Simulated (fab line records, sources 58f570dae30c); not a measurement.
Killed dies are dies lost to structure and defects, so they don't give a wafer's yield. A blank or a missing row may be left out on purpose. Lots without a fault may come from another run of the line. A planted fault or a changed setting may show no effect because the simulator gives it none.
Which tool did it? | flow berkeley_cmos170 | 14 lots, 42 wafers sampled, at 4 steps of a route of 331

WHAT THE GAUGES READ, wafer by wafer
UCB170_NWELL_OVL_MEAS_12.
lot  | measured    | on         | NWELL_OVL (nm)
L683 | day 2 11:37 | overlay-01 | 1 7 4
L682 | day 2 11:50 | overlay-02 | -6 4 -3
L684 | day 3 01:17 | overlay-02 | 8 -1 -6
L685 | day 3 07:54 | overlay-01 | 3 -6 2
L686 | day 3 14:01 | overlay-02 | -3 -11 9
L688 | day 3 21:53 | overlay-02 | -2 8 -4
L690 | day 4 05:37 | overlay-02 | 7 4 10
L691 | day 4 05:54 | overlay-01 | 3 5 -1
L697 | day 5 17:25 | overlay-02 | -10 -10 -5
L699 | day 6 02:07 | overlay-01 | 3 12 7
L701 | day 6 11:25 | overlay-01 | 6 8 -2
L703 | day 6 21:04 | overlay-01 | 3 10 2
L704 | day 7 03:57 | overlay-01 | 10 2 9
L705 | day 7 04:30 | overlay-01 | 1 4 -3

UCB170_ACTIVE_THK_MEAS_03.
lot  | measured    | on            | ACTIVE_OXIDE_THK (nm)
L683 | day 4 12:45 | film_metro-04 | 26.3 26.2 26.3
L682 | day 4 12:46 | film_metro-03 | 26.6 26.8 26.3
L684 | day 4 23:42 | film_metro-03 | 26.4 26.5 26.3
L685 | day 5 09:56 | film_metro-03 | 25.3 25.2 25.6
L686 | day 5 09:56 | film_metro-01 | 26.0 25.9 25.8
L688 | day 5 19:53 | film_metro-01 | 26.0 25.8 26.2
L690 | day 6 02:27 | film_metro-03 | 26.8 27.4 26.8
L691 | day 6 02:27 | film_metro-01 | 26.2 26.6 26.4
L697 | day 7 14:07 | film_metro-01 | 25.6 25.9 26.0
L699 | day 7 23:05 | film_metro-01 | 26.7 26.7 26.7
L701 | day 8 12:01 | film_metro-03 | 26.2 25.7 26.2
L703 | day 8 21:13 | film_metro-04 | 27.0 26.8 27.0
L704 | day 9 06:11 | film_metro-03 | 25.4 25.8 25.5
L705 | day 9 06:11 | film_metro-01 | 25.8 26.1 25.7

UCB170_PSD_OVL_MEAS_07.
lot  | measured     | on         | PSD_OVL (nm)
L683 | day 7 14:47  | overlay-01 | -8 2 2
L682 | day 7 15:08  | overlay-01 | -2 -1 -3
L684 | day 8 05:16  | overlay-01 | 1 15 10
L685 | day 8 16:08  | overlay-02 | 3 6 1
L686 | day 8 16:21  | overlay-02 | 0 -4 -2
L688 | day 9 06:12  | overlay-01 | -7 -8 -8
L690 | day 9 15:30  | overlay-02 | 5 5 4
L691 | day 9 15:08  | overlay-01 | 1 -1 2
L697 | day 10 16:21 | overlay-02 | 7 1 8
L699 | day 11 18:35 | overlay-02 | 7 -1 11
L701 | day 11 19:19 | overlay-02 | 2 2 12
L703 | day 12 03:19 | overlay-02 | -3 3 -6
L704 | day 12 11:39 | overlay-02 | -8 -3 -8
L705 | day 12 11:18 | overlay-01 | 3 -2 3

WHICH TOOL RAN EACH LOT (tool, then ch and the chambers of the sampled wafers, then the start)
lot  | UCB170_NVT_STRIP_08
L683 | plasma_asher-04 ch 0,1, day 6 11:02
L682 | plasma_asher-03 ch 0,1, day 6 10:23
L684 | plasma_asher-01 ch 0,1, day 6 19:17
L685 | plasma_asher-01 ch 0,1, day 7 08:42
L686 | plasma_asher-04 ch 0,1, day 7 08:56
L688 | plasma_asher-01 ch 0,1, day 7 21:30
L690 | plasma_asher-01 ch 0,1, day 8 04:33
L691 | plasma_asher-04 ch 1, day 8 04:12
L697 | plasma_asher-03 ch 0, day 9 16:29
L699 | plasma_asher-04 ch 0,1, day 10 08:18
L701 | plasma_asher-03 ch 0,1, day 10 14:41
L703 | plasma_asher-03 ch 0,1, day 10 22:29
L704 | plasma_asher-04 ch 0,1, day 11 05:39
L705 | plasma_asher-01 ch 0,1, day 11 05:25
- UCB170_NVT_STRIP_08: strips in O2.

WHAT THE TOOLS THEMSELVES READ (means of the sampled wafers that have a number; where no wafer has one, the mark that the record gives instead)
UCB170_NVT_STRIP_08.
lot  | tool            | drypump_motor_current_A (A) | oes_product_au (a.u.) | strip_time_to_endpoint_s (s)
L683 | plasma_asher-04 | 5.4                         | 0.739                 | 21.82
L682 | plasma_asher-03 | 5.9                         | 0.731                 | 21.52
L684 | plasma_asher-01 | 5.3                         | 0.731                 | 21.71
L685 | plasma_asher-01 | 5.2                         | 0.737                 | 21.57
L686 | plasma_asher-04 | 5.4                         | 0.734                 | 21.73
L688 | plasma_asher-01 | 5.5                         | 0.864                 | 21.53
L690 | plasma_asher-01 | 5.3                         | 0.864                 | 21.56
L691 | plasma_asher-04 | 5.1                         | 0.739                 | 21.69
L697 | plasma_asher-03 | 5.5                         | 0.736                 | 21.74
L699 | plasma_asher-04 | 5.4                         | 0.740                 | 21.65
L701 | plasma_asher-03 | 5.7                         | 0.734                 | 21.59
L703 | plasma_asher-03 | 5.9                         | 0.735                 | 21.75
L704 | plasma_asher-04 | 5.7                         | 0.730                 | 21.70
L705 | plasma_asher-01 | 5.2                         | 0.732                 | 21.81

THE ANSWER, worked out from the rows above alone
Rule: what is usual is taken from the lots themselves. Put in order of their means at a reading, lots are off if they are a third of the lots or fewer, leave a main group of 4 or more, and stand apart from it by a gap of 3 or more times the standard deviation of the main group's means; of several such gaps the widest counts. A main group whose means are all the same, to the digits that the tables above print for the reading, isn't used. A lot without any number at a reading at which 4 lots or more have one is off too. The other lots that the step has rows for count as sound. The gauges are gone through in route order, then the tools' own readings, and for those a lot's mean is taken as printed above. The first step at which some lot is off is used, and at that step the reading that is off furthest; a lot without a number counts as furthest.
Off: L688, L690, at UCB170_NVT_STRIP_08 (oes_product_au). The main group: mean 0.735 a.u., standard deviation 0.0033.
A tool fits if, at that step or a process step before it, it ran every lot that is off, and no sound lot after the first of them. None of those tried fits.

WHAT THE SIMULATOR HAD PUT IN
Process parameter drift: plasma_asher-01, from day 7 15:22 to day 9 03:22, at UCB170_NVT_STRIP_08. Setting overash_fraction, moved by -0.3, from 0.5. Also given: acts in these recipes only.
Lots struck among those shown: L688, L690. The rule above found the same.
